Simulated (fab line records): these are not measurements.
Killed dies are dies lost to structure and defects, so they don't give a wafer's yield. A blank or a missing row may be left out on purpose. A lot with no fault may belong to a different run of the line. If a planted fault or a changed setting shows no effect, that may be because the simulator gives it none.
Which tool is to blame? | flow rit cmos | 14 lots, 42 wafers sampled, at 1 step of a route of 202

== WHAT THE GAUGES READ, wafer by wafer ==
The record lacks any reading of a measuring or inspecting step that a usual standard deviation could be used to judge.

== EACH LOT AND THE TOOL THAT RAN IT (in order: tool; ch and the chambers of the sampled wafers; start) ==
lot  | RIT_PWELL_DEVELOP_05
L208 | litho track-02 ch 0, day 2 04:00
L209 | litho track-01 ch 0, day 2 08:00
L210 | litho track-03 ch 0, day 2 13:00
L214 | litho track-02 ch 0, day 3 06:00
L215 | litho track-02 ch 0, day 3 11:00
L216 | litho track-03 ch 0, day 3 15:00
L217 | litho track-03 ch 0, day 4 00:00
L218 | litho track-03 ch 0, day 4 03:00
L219 | litho track-03 ch 0, day 4 08:00
L221 | litho track-02, day 4 17:00
L222 | litho track-03, day 4 21:00
L223 | litho track-01 ch 0, day 5 04:00
L230 | litho track-03 ch 0, day 6 14:00
L231 | litho track-03 ch 0, day 6 19:00
- RIT_PWELL_DEVELOP_05: develop time 71.04 s.

== WHAT THE TOOLS THEMSELVES READ (means of the sampled wafers that have a number; where no wafer has one, the mark that the record gives instead) ==
RIT_PWELL_DEVELOP_05. Usual: chill plate temp C 23.01 C, standard deviation 0.11; resist line temp C 23.01 C, standard deviation 0.097.
lot  | tool           | chill plate temp C (C) | resist line temp C (C) | flag
L208 | litho track-02 | 23.03                  | 23.03                  |
L209 | litho track-01 | 23.09                  | 23.00                  |
L210 | litho track-03 | 23.07                  | 22.84                  |
L214 | litho track-02 | 23.04                  | 22.99                  |
L215 | litho track-02 | 22.90                  | 23.06                  |
L216 | litho track-03 | 22.97                  | 23.07                  |
L217 | litho track-03 | 23.01                  | 23.03                  |
L218 | litho track-03 | 23.11                  | 23.04                  |
L219 | litho track-03 | 22.99                  | 23.03                  |
L221 | litho track-02 | -                      | -                      | OFF
L222 | litho track-03 | -                      | -                      | OFF
L223 | litho track-01 | 22.89                  | 23.08                  |
L230 | litho track-03 | 23.00                  | 22.94                  |
L231 | litho track-03 | 23.03                  | 22.97                  |

== THE ANSWER, worked out from the rows above alone ==
Rule: a lot is off if the mean of its wafers that have a number lies more than 3 standard deviations from the usual mean. Also off: a lot with no number at a reading for which 4 or more lots have one. Where the step has rows for the other lots, those lots are counted as sound. After the gauges, taken in route order, come the tools' own readings; for these a lot's mean is taken, as printed above. The first step at which some lot is off is used, and at that step the reading that is off furthest; a lot without a number counts as furthest.
Off: L221, L222, at RIT_PWELL_DEVELOP_05 (chill plate temp C). Without a number there: L221, L222.
A tool fits if, at that step or a process step before it, it ran every lot that is off, and no sound lot after the first of them. No candidate that was tried fits.

== WHAT THE SIMULATOR HAD PUT IN ==
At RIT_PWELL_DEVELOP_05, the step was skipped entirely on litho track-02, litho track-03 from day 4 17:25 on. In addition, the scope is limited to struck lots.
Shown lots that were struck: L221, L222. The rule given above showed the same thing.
